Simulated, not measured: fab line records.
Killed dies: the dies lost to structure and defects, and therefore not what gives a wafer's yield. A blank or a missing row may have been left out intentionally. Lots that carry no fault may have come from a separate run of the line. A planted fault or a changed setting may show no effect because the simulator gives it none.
Chamber matching | flow berkeley-cmos170 | rie-diel-01 running UCB170_V1_ETCH_14: 4 sister chambers
The step etches SiO2 in CHF3/CF4/Ar, stops on Al, target depth 1250 nm, time 291 s. 4 wafers are shown with their chamber, then 8 later ones without.

== EACH WAFER AND ITS CHAMBER ==
wafer  | chamber | throttle-valve-pct (%)
L493.4 | 3       | 7.24
L493.6 | 2       | 6.90
L496.5 | 1       | 6.87
L495.4 | 0       | 7.19

== WAFERS MISSING THEIR CHAMBER ==
wafer  | throttle-valve-pct (%)
L495.5 | 6.88
L495.6 | 7.22
L502.2 | 6.88
L502.3 | 7.19
L502.5 | 7.20
L505.1 | 6.89
L505.3 | 7.24
L505.5 | 6.88

== CHAMBER TAKEN BY EACH ==
wafer  | from the rows above     | in truth
L495.5 | can't be placed: 1 or 2 | 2
L495.6 | can't be placed: 3 or 0 | 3
L502.2 | can't be placed: 1 or 2 | 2
L502.3 | 0                       | 0
L502.5 | 0                       | 0
L505.1 | can't be placed: 2 or 1 | 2
L505.3 | 3                       | 3
L505.5 | can't be placed: 1 or 2 | 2
Placed correctly: 3 of 8. Cannot be placed on the basis of these rows: 5; the candidates contain the true chamber in 5. Wrongly placed: 0.
How it was worked out, from the rows above alone: a wafer's distance from a chamber is the root of the sum, over the readings, of the square of ((its reading less the chamber's mean) divided by the reading's scatter). If the next closest chamber is less than 2 further off than the closest, the wafer can't be placed; otherwise it belongs to the closest. The mean given for a chamber averages the wafers shown for that chamber. The scatter (one wafer shown for each chamber): square how far every hidden wafer sits from the nearest shown wafer, average those squares and take the square root.
